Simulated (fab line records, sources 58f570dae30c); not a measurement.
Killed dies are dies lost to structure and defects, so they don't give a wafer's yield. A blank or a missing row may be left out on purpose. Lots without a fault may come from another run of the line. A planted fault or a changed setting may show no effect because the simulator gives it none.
fab line records | flow berkeley_cmos170
record lots=16 wafers=48 last_day=11
route steps=331 shown NWELL@18 PWELL@37 ACTIVE@76 PFIELD@87
lots that met no fault: from a run of the same line without faults
start_h: hours from the record's first day to the start of the lot's first wafer shown | wait_h: hours since the lot's step before | " the same as in the row above | L1.1+2: a row that stands for several wafers | - no value, or no start given | * or withheld: withheld | < > ~ a bound
route shown NAME@n: a module of which the file shows steps, and the number in the route of the first | usual: mean/standard deviation of fault-free wafers | same: alike in all rows | chamber/n: place in a boat | sites: the reading at each site | _std_site: their standard deviation | _edge_site: outer sites' mean less inner sites' | radius_mm: how far each site lies from the wafer's centre | mask NAME#n: copy n | behind: the tool/chamber that last shaped the wafer | hold: why the lot was held/for how many hours/how that ended | device: the transistor (n, p or np) that didn't switch | end of line: the same wafers' tests at the end of the route | a step without rows: its recipe alone | killed: dies lost to structure and defects at the first sort, not the wafer's yield | map: a wafer's dies, x killed, . not, _ none there
set.NAME: the setting as run; set.NAME@STEP: as run at that earlier step | model.NAME: the simulator's own value behind a step, which no gauge read
steps of the route over a sample of lots; a table a step, a row a wafer
services: from which hour (start_h, from the record's first day; less than 0 if before it) a tool's chamber was out of use, for how many hours, and why
## steps
# step UCB170_NWELL_CVD_04
# recipe material=Si3N4 target_thk_nm=224 temp_c=800 precursor=SiH2Cl2/NH3 time_s=3360 pressure_mtorr=200 sih2cl2_flow_sccm=25 nh3_flow_sccm=75
# usual nh3_flow_sccm=74.98/0.25 spike_tc_source_C=822/3 zone_power_load_pct=20.5/1 zone_power_source_pct=20.8/0.94
# same time_s=3360
# columns lot.wafer tool chamber start_h wait_h nh3_flow_sccm spike_tc_source_C zone_power_load_pct zone_power_source_pct
L173.1 lpcvd-01 1 24.06 1.5 74.74 819 19.1 21.2
L173.2 " 1 " " 74.63 819 19.5 21.3
L173.5 " 1 " " 74.69 819 19.5 21.0
L174.2 lpcvd-02 1 32.71 0.0 75.14 824 20.3 21.3
L174.5 " 1 " " 74.86 823 20.3 21.1
L174.6 " 1 " " 75.03 823 20.4 20.8
L175.1 lpcvd-01 1 42.53 0.0 75.07 819 19.3 21.0
L175.2 " 1 " " 75.24 820 19.7 21.0
L175.3 " 1 " " 75.03 819 19.4 21.2
L176.1 lpcvd-02 0 45.92 0.0 74.94 821 22.0 22.5
L176.4 " 0 " " 75.22 820 22.1 22.5
L176.5 " 0 " " 75.18 819 22.3 22.3
L177.1 lpcvd-02 0 45.92 0.0 75.17 820 22.3 22.4
L177.5 " 0 " " 74.82 818 22.4 22.3
L177.6 " 0 " " 75.16 820 22.2 22.3
L178.1 lpcvd-01 0 56.56 0.0 75.18 828 21.0 20.4
L178.3 " 0 " " 75.41 826 20.7 20.0
L178.4 " 0 " " 75.10 826 20.7 19.9
L179.1 lpcvd-01 1 60.61 0.1 74.90 819 19.2 21.0
L179.4 " 1 " " 75.05 821 19.6 21.1
L179.6 " 1 " " 74.91 820 19.6 20.9
L180.1 lpcvd-01 1 60.61 0.1 75.26 818 19.3 21.2
L180.2 " 1 " " 74.95 818 19.8 21.1
L180.5 " 1 " " 75.17 820 19.4 21.2
L181.3 lpcvd-02 0 64.64 0.0 74.80 821 22.6 22.6
L181.4 " 0 " " 75.12 818 21.7 22.8
L181.6 " 0 " " 75.02 819 22.5 22.2
L182.1 lpcvd-02 1 69.57 0.0 75.21 824 20.3 21.0
L182.3 " 1 " " 75.33 823 20.2 20.8
L182.4 " 1 " " 75.33 822 20.2 20.6
L183.4 lpcvd-01 0 74.16 0.0 74.77 824 20.6 19.7
L183.5 " 0 " " 74.76 825 20.9 19.9
L183.6 " 0 " " 74.93 825 20.7 20.0
L184.2 lpcvd-01 0 82.11 0.0 90.06 827 20.6 19.6
L184.3 " 0 " " 90.11 825 20.6 19.8
L184.5 " 0 " " 89.97 825 21.4 19.6
L185.1 lpcvd-01 0 86.87 0.0 90.25 827 20.9 19.7
L185.3 " 0 " " 90.15 827 21.0 19.8
L185.4 " 0 " " 90.04 826 20.3 19.7
L186.2 lpcvd-01 0 94.95 0.0 89.71 825 21.0 19.7
L186.5 " 0 " " 90.00 826 20.9 19.7
L186.6 " 0 " " 90.02 825 20.6 19.9
L187.2 lpcvd-01 1 94.95 0.0 89.58 818 19.2 21.2
L187.5 " 1 " " 89.65 820 19.6 21.0
L187.6 " 1 " " 89.58 820 19.4 20.8
L195.1 lpcvd-02 0 137.74 0.7 74.73 819 22.2 22.5
L195.3 " 0 " " 75.11 819 22.1 22.6
L195.4 " 0 " " 75.00 821 22.5 22.3
# step UCB170_NWELL_THK_MEAS_05
# recipe reads=Si3N4_of_NWELL_CVD_04
# usual NWELL_NITRIDE_THK=224.4/1.9
# columns lot.wafer tool chamber start_h wait_h hold NWELL_NITRIDE_THK[nm]
L173.1 film_metro-02 - 25.99 0.0 - 223.8
L173.2 " - " " - 223.2
L173.5 " - " " - 225.2
L174.2 film_metro-02 - 34.65 0.0 - 219.7
L174.5 " - " " - 222.7
L174.6 " - " " - 221.5
L175.1 film_metro-03 - 44.46 0.0 - 225.2
L175.2 " - " " - 223.5
L175.3 " - " " - 225.1
L176.1 film_metro-04 - 47.85 0.0 - 223.3
L176.4 " - " " - 225.4
L176.5 " - " " - 224.4
L177.1 film_metro-02 - 47.85 0.0 - 222.3
L177.5 " - " " - 220.4
L177.6 " - " " - 222.1
L178.1 film_metro-02 - 58.49 0.0 - 224.6
L178.3 " - " " - 227.0
L178.4 " - " " - 224.9
L179.1 film_metro-02 - 62.54 0.0 - 223.2
L179.4 " - " " - 224.4
L179.6 " - " " - 221.0
L180.1 film_metro-04 - 62.54 0.0 - 223.9
L180.2 " - " " - 222.8
L180.5 " - " " - 223.7
L181.3 film_metro-03 - 66.60 0.0 - 222.2
L181.4 " - " " - 222.0
L181.6 " - " " - 224.5
L182.1 film_metro-02 - 71.50 0.0 - 225.8
L182.3 " - " " - 223.3
L182.4 " - " " - 223.6
L183.4 film_metro-04 - 76.12 0.0 - 222.7
L183.5 " - " " - 223.4
L183.6 " - " " - 220.6
L184.2 film_metro-03 - 84.05 0.0 await_dispo/0.2h/release 256.4
L184.3 " - " " await_dispo/0.2h/release 258.8
L184.5 " - " " await_dispo/0.2h/release 258.7
L184.2 film_metro-03 - 84.39 0.3 - 256.5
L184.3 " - " " - 258.7
L184.5 " - " " - 258.7
L185.1 film_metro-04 - 88.80 0.0 await_dispo/0.2h/release 259.3
L185.3 " - " " await_dispo/0.2h/release 257.9
L185.4 " - " " await_dispo/0.2h/release 257.2
L185.1 film_metro-04 - 89.12 0.3 - 259.2
L185.3 " - " " - 257.5
L185.4 " - " " - 257.1
L186.2 film_metro-03 - 96.90 0.0 await_dispo/0.2h/release 257.4
L186.5 " - " " await_dispo/0.2h/release 256.4
L186.6 " - " " await_dispo/0.2h/release 257.2
L186.2 film_metro-03 - 97.19 0.3 - 257.3
L186.5 " - " " - 256.8
L186.6 " - " " - 257.2
L187.2 film_metro-04 - 96.90 0.0 await_dispo/0.2h/release 255.7
L187.5 " - " " await_dispo/0.2h/release 257.5
L187.6 " - " " await_dispo/0.2h/release 258.1
L187.2 film_metro-04 - 97.18 0.3 - 255.8
L187.5 " - " " - 257.8
L187.6 " - " " - 258.2
L195.1 film_metro-03 - 139.68 0.0 - 222.9
L195.3 " - " " - 224.1
L195.4 " - " " - 222.5
# step UCB170_NWELL_ETCH_13
# recipe chemistry=CH3F/Ar/O2 target=Si3N4 stop_on=SiO2 CH3F_flow_sccm=20 Ar_flow_sccm=50 O2_flow_sccm=7 pressure_mtorr=50 rf_w=450 target_depth_a=2464 over_etch_frac=0.1 time_s=154
# usual chamber_pressure_mTorr=49.99/0.047 drypump_motor_current_A=6.0/0.45 oes_product_au=0.939/0.013 throttle_valve_pct=8.01/0.13
# same time_s=154
# columns lot.wafer tool chamber start_h wait_h chamber_pressure_mTorr drypump_motor_current_A oes_product_au rf_hours_counter_h throttle_valve_pct
L173.1 rie_diel-01 2 27.14 0.0 49.92 6.4 0.938 96 7.89
L173.2 " 1 " " 49.99 5.8 0.936 14 8.01
L173.5 " 1 " " 49.96 5.8 0.953 - 8.01
L174.2 rie_diel-01 0 35.70 0.0 50.03 5.6 0.912 111 8.24
L174.5 " 1 " " 49.99 5.8 0.945 - 8.01
L174.6 " 0 " " 49.93 5.6 0.921 - 8.25
L175.1 rie_diel-02 2 46.22 0.0 49.99 5.5 0.935 122 8.22
L175.2 " 3 " " 49.94 6.0 0.910 1 7.83
L175.3 " 0 " " 49.96 6.4 0.947 67 7.99
L176.1 rie_diel-04 1 48.79 0.0 50.03 5.5 0.942 3 8.13
L176.4 " 2 " " 49.94 6.0 0.944 153 7.91
L176.5 " 2 " " 50.03 6.0 0.942 - 7.90
L177.1 rie_diel-01 0 49.03 0.0 50.00 5.7 0.919 111 8.24
L177.5 " 2 " " 49.98 6.4 0.932 - 7.90
L177.6 " 3 " " 50.00 6.5 0.926 - 8.08
L178.1 rie_diel-04 3 59.45 0.0 49.94 5.5 0.937 12 7.94
L178.3 " 2 " " 49.93 6.0 0.949 154 7.89
L178.4 " 1 " " 49.99 5.5 0.935 4 8.10
L179.1 rie_diel-02 3 63.75 0.0 50.06 6.0 0.911 1 7.83
L179.4 " 0 " " 50.10 6.4 0.946 68 8.00
L179.6 " 0 " " 50.00 6.4 0.945 - 7.99
L180.1 rie_diel-04 0 64.27 0.0 50.02 6.7 0.930 64 8.19
L180.2 " 1 " " 49.98 5.4 0.943 4 8.11
L180.5 " 3 " " 50.01 5.5 0.940 - 7.95
L181.3 rie_diel-04 1 67.51 0.0 50.05 5.5 0.942 4 8.11
L181.4 " 3 " " 50.03 5.5 0.934 13 7.94
L181.6 " 3 " " 50.02 5.5 0.947 - 7.94
L182.1 rie_diel-02 3 72.83 0.0 49.91 6.0 0.918 2 7.82
L182.3 " 1 " " 50.02 6.5 0.913 105 7.89
L182.4 " 2 " " 49.96 5.5 0.936 123 8.26
L183.4 rie_diel-04 1 77.16 0.0 49.97 5.5 0.943 5 8.12
L183.5 " 3 " " 50.01 5.5 0.938 - 7.94
L183.6 " 0 " " 49.91 6.7 0.927 - 8.17
L184.2 rie_diel-02 1 89.17 0.0 49.99 6.5 0.976 105 7.91
L184.3 " 2 " " 49.92 5.5 0.976 124 8.26
L184.5 " 0 " " 49.95 6.5 1.008 - 7.98
L185.1 rie_diel-04 0 94.57 0.0 50.01 6.7 0.986 65 8.18
L185.3 " 3 " " 49.94 5.5 0.998 13 7.94
L185.4 " 2 " " 50.02 6.0 1.009 155 7.88
L187.2 rie_diel-01 2 101.38 0.0 49.93 6.4 0.997 100 7.91
L187.5 " 2 " " 50.04 6.5 0.996 - 7.90
L187.6 " 3 " " 50.08 6.5 0.999 - 8.08
L186.2 rie_diel-02 0 103.30 0.0 50.06 6.4 1.013 70 7.99
L186.5 " 0 " " 50.00 6.4 1.015 - 7.99
L186.6 " 1 " " 50.09 6.5 0.981 - 7.91
L195.1 rie_diel-04 3 140.73 0.0 49.98 5.5 0.939 16 7.94
L195.3 " 1 " " 50.00 5.5 0.938 8 8.11
L195.4 " 3 " " 49.96 5.4 0.932 - 7.93
# step UCB170_PWELL_THK_MEAS_03
# recipe reads=SiO2_of_PWELL_OXIDATION_02
# usual PWELL_OXIDE_THK=25.7/0.46
# columns lot.wafer tool chamber start_h wait_h PWELL_OXIDE_THK[nm]
L173.1 film_metro-03 - 36.12 0.0 25.1
L173.2 " - " " 25.3
L173.5 " - " " 25.4
L174.2 film_metro-02 - 48.07 0.0 24.9
L174.5 " - " " 25.1
L174.6 " - " " 25.2
L175.1 film_metro-03 - 57.77 0.0 25.8
L175.2 " - " " 25.7
L175.3 " - " " 25.7
L176.1 film_metro-02 - 57.77 0.0 25.7
L176.4 " - " " 25.5
L176.5 " - " " 26.0
L177.1 film_metro-01 - 57.77 0.0 25.5
L177.5 " - " " 25.3
L177.6 " - " " 25.7
L178.1 film_metro-01 - 67.24 0.0 25.3
L178.3 " - " " 25.1
L178.4 " - " " 25.3
L179.1 film_metro-02 - 72.27 0.0 25.4
L179.4 " - " " 24.9
L179.6 " - " " 24.9
L180.1 film_metro-03 - 72.27 0.0 25.8
L180.2 " - " " 26.1
L180.5 " - " " 25.4
L181.3 film_metro-02 - 76.78 0.0 26.0
L181.4 " - " " 25.8
L181.6 " - " " 26.2
L182.1 film_metro-01 - 79.69 0.0 26.4
L182.3 " - " " 26.2
L182.4 " - " " 26.1
L183.4 film_metro-02 - 86.09 0.0 26.2
L183.5 " - " " 25.7
L183.6 " - " " 26.1
L195.1 film_metro-01 - 149.51 0.1 26.2
L195.3 " - " " 26.0
L195.4 " - " " 26.3
# step UCB170_ACTIVE_STRIP_16
# recipe chemistry=O2 power_w=400 pressure_mtorr=3500 platen_temp_c=withheld o2_flow_sccm=400 overash_fraction=0.5
# usual chamber_pressure_mTorr=3500/3 drypump_motor_current_A=5.6/0.43 oes_product_au=0.720/0.0048 strip_time_to_endpoint_s=18.18/0.064
# same overash_fraction=0.5
# columns lot.wafer tool chamber start_h wait_h chamber_pressure_mTorr drypump_motor_current_A oes_product_au rf_hours_counter_h strip_time_to_endpoint_s
L173.1 plasma_asher-04 1 69.61 0.1 3501 5.4 0.717 33 18.09
L173.2 " 0 " " 3495 4.9 0.722 33 18.11
L173.5 " 1 " " 3499 5.4 0.717 - 18.09
L174.2 plasma_asher-04 1 78.57 0.1 3505 5.4 0.723 34 18.16
L174.5 " 1 " " 3502 5.4 0.728 - 18.16
L174.6 " 0 " " 3500 4.9 0.722 - 18.22
L176.1 plasma_asher-04 0 92.00 0.1 3499 4.9 0.722 35 18.22
L176.4 " 0 " " 3502 4.9 0.716 - 18.27
L176.5 " 1 " " 3498 5.4 0.723 - 18.17
L175.1 plasma_asher-02 1 92.40 0.1 3501 5.8 0.720 37 18.15
L175.2 " 0 " " 3497 6.4 0.719 37 18.21
L175.3 " 1 " " 3503 5.8 0.713 - 18.24
L177.1 plasma_asher-03 1 92.68 0.1 3502 5.6 0.722 38 18.13
L177.5 " 1 " " 3501 5.6 0.726 - 18.13
L177.6 " 0 " " 3499 5.6 0.721 - 18.18
L179.1 plasma_asher-03 0 104.77 0.1 3503 5.6 0.718 40 18.05
L179.4 " 1 " " 3507 5.6 0.729 - 18.18
L179.6 " 0 " " 3502 5.6 0.721 - 18.02
L178.1 plasma_asher-02 0 105.28 0.1 3499 6.3 0.719 39 18.13
L178.3 " 0 " " 3498 6.3 0.728 - 18.07
L178.4 " 1 " " 3500 5.8 0.731 - 18.07
L180.1 plasma_asher-03 1 105.40 0.1 3500 5.6 0.723 40 18.12
L180.2 " 0 " " 3502 5.6 0.714 40 18.16
L180.5 " 1 " " 3499 5.6 0.708 - 18.09
L181.3 plasma_asher-04 1 105.55 0.1 3500 5.4 0.720 - 18.15
L181.4 " 0 " " 3500 4.9 0.723 - 18.21
L181.6 " 0 " " 3503 4.9 0.720 - 18.09
L182.1 plasma_asher-04 0 111.76 0.1 3499 4.9 0.715 38 18.18
L182.3 " 1 " " 3503 5.5 0.724 - 18.26
L182.4 " 0 " " 3500 4.9 0.726 - 18.11
L183.4 plasma_asher-03 0 121.15 0.1 3503 5.6 0.728 - 18.20
L183.5 " 0 " " 3497 5.6 0.720 - 18.22
L183.6 " 1 " " 3499 5.6 0.724 - 18.24
L195.1 plasma_asher-03 1 187.97 0.1 3501 5.6 0.722 7 18.16
L195.3 " 1 " " 3500 5.6 0.716 - 18.19
L195.4 " 0 " " 3501 5.6 0.721 - 18.22
# step UCB170_PFIELD_STRIP_08
# recipe chemistry=O2 power_w=400 pressure_mtorr=3500 platen_temp_c=withheld o2_flow_sccm=400 overash_fraction=0.5
# usual chamber_pressure_mTorr=3500/3.4 drypump_motor_current_A=5.5/0.55 oes_product_au=0.734/0.0041 strip_time_to_endpoint_s=21.63/0.063
# same overash_fraction=0.5
# columns lot.wafer tool chamber start_h wait_h chamber_pressure_mTorr drypump_motor_current_A oes_product_au rf_hours_counter_h strip_time_to_endpoint_s
L173.1 plasma_asher-04 1 71.19 0.1 3504 5.4 0.736 33 21.58
L173.2 " 0 " " 3498 4.9 0.739 33 21.61
L173.5 " 0 " " 3502 4.9 0.730 - 21.57
L174.2 plasma_asher-04 1 80.13 0.1 3506 5.4 0.733 34 21.63
L174.5 " 1 " " 3502 5.4 0.735 - 21.66
L174.6 " 0 " " 3502 4.9 0.735 - 21.64
L176.1 plasma_asher-04 1 93.88 0.1 3499 5.4 0.730 36 21.68
L176.4 " 1 " " 3499 5.4 0.734 - 21.65
L176.5 " 0 " " 3498 4.9 0.735 - 21.57
L175.1 plasma_asher-01 0 94.14 0.1 3500 5.2 0.738 35 21.54
L175.2 " 1 " " 3494 6.6 0.735 35 21.61
L175.3 " 1 " " 3504 6.6 0.733 - 21.51
L177.1 plasma_asher-04 1 94.60 0.1 3504 5.4 0.735 36 21.54
L177.5 " 0 " " 3502 4.9 0.726 - 21.61
L177.6 " 1 " " 3495 5.4 0.735 - 21.61
L179.1 plasma_asher-04 1 106.33 0.1 3495 5.4 0.735 37 21.59
L179.4 " 1 " " 3499 5.4 0.739 - 21.60
L179.6 " 0 " " 3501 4.9 0.735 - 21.62
L178.1 plasma_asher-01 1 107.55 0.1 3505 6.6 0.732 37 21.55
L178.3 " 0 " " 3503 5.2 0.729 - 21.62
L178.4 " 1 " " 3499 6.6 0.721 - 21.58
L180.1 plasma_asher-01 1 109.07 0.2 3502 6.6 0.731 37 21.70
L180.2 " 0 " " 3499 5.3 0.733 37 21.58
L180.5 " 1 " " 3497 6.6 0.732 - 21.60
L181.3 plasma_asher-04 0 109.28 0.1 3502 4.9 0.732 - 21.65
L181.4 " 1 " " 3499 5.4 0.739 - 21.72
L181.6 " 0 " " 3507 4.9 0.736 - 21.77
L182.1 plasma_asher-01 1 113.71 0.2 3498 6.6 0.732 38 21.63
L182.3 " 1 " " 3495 6.6 0.737 - 21.62
L182.4 " 0 " " 3499 5.2 0.738 - 21.61
L183.4 plasma_asher-03 1 123.20 0.1 3502 5.6 0.737 - 21.67
L183.5 " 1 " " 3501 5.6 0.738 - 21.65
L183.6 " 0 " " 3501 5.6 0.731 - 21.72
L195.1 plasma_asher-03 0 189.72 0.1 3502 5.6 0.731 8 21.64
L195.3 " 1 " " 3501 5.6 0.730 - 21.60
L195.4 " 0 " " 3497 5.6 0.739 - 21.63
## services
# columns tool chamber start_h hours kind
rie_diel-02 3 5.23 - clean
rie_diel-02 3 5.23 23.4 scheduled_down
rie_diel-02 3 5.23 23.4 vent_cycle
lpcvd-01 - 14.36 6.0 pm
rie_diel-01 0 21.41 8.1 repair
rie_diel-04 0 78.64 7.2 repair
rie_diel-02 1 85.95 2.5 repair
plasma_asher-03 - 108.84 9.0 pm
plasma_asher-03 0 108.84 9.0 vent_cycle
plasma_asher-03 1 108.84 9.0 vent_cycle
plasma_asher-03 0 117.84 - clean
plasma_asher-03 1 117.84 - clean
rie_diel-04 2 128.92 - clean
rie_diel-04 2 128.92 18.5 scheduled_down
rie_diel-04 2 128.92 18.5 vent_cycle
plasma_asher-01 - 129.76 0.6 repair
lpcvd-01 - 154.15 0.6 repair
rie_diel-04 0 157.59 13.3 repair
rie_diel-04 - 158.36 14.6 pm
plasma_asher-04 - 187.11 9.0 repair
## key
first_sign step=UCB170_NWELL_CVD_04 reading=nh3_flow_sccm direction=up sigmas=60 usual=74.98 struck=89.93
effect step=UCB170_NWELL_THK_MEAS_05 reading=visit direction=added
effect step=UCB170_NWELL_THK_MEAS_05 reading=NWELL_NITRIDE_THK direction=up sigmas=17 usual=224.4 struck=257.6
effect step=UCB170_NWELL_ETCH_13 reading=oes_product_au direction=up sigmas=4.5 usual=0.939 struck=0.996
met_at UCB170_NWELL_CVD_04
struck_lots L184,L185,L186,L187
later_rows_left_out L184.2,L184.3,L184.5,L185.1,L185.3,L185.4,L186.2,L186.5,L186.6,L187.2,L187.5,L187.6
sort_left_out L184.2,L184.3,L184.5,L185.1,L185.3,L185.4,L186.2,L186.5,L186.6,L187.2,L187.5,L187.6
tester_left_out L184,L185,L186,L187
not_acting_at UCB170_PWELL_THK_MEAS_03,UCB170_ACTIVE_STRIP_16,UCB170_PFIELD_STRIP_08
onset_between 74.16 82.11
fault kind=process_parameter_drift tool=lpcvd-01 chamber=- onset_h=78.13 steps=UCB170_NWELL_CVD_04 channel=nh3_flow_sccm offset=15 shape=step end_h=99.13 acts_in=these_recipes_only stated=75
# tester_left_out: of these lots the tester's yield and bins aren't shown, on N5 and GAA mostly nor the transistor test; their killed dies are dies lost to structure and defects alone, not to doping, threshold or leakage, so they don't give the yield
# sort_left_out: the simulated sort isn't trusted on such a fault, so these wafers' sort isn't shown, and their yield isn't known
# later_rows_left_out: the simulator's readings of these wafers behind a module that went badly wrong aren't trusted and aren't shown, but for the sort
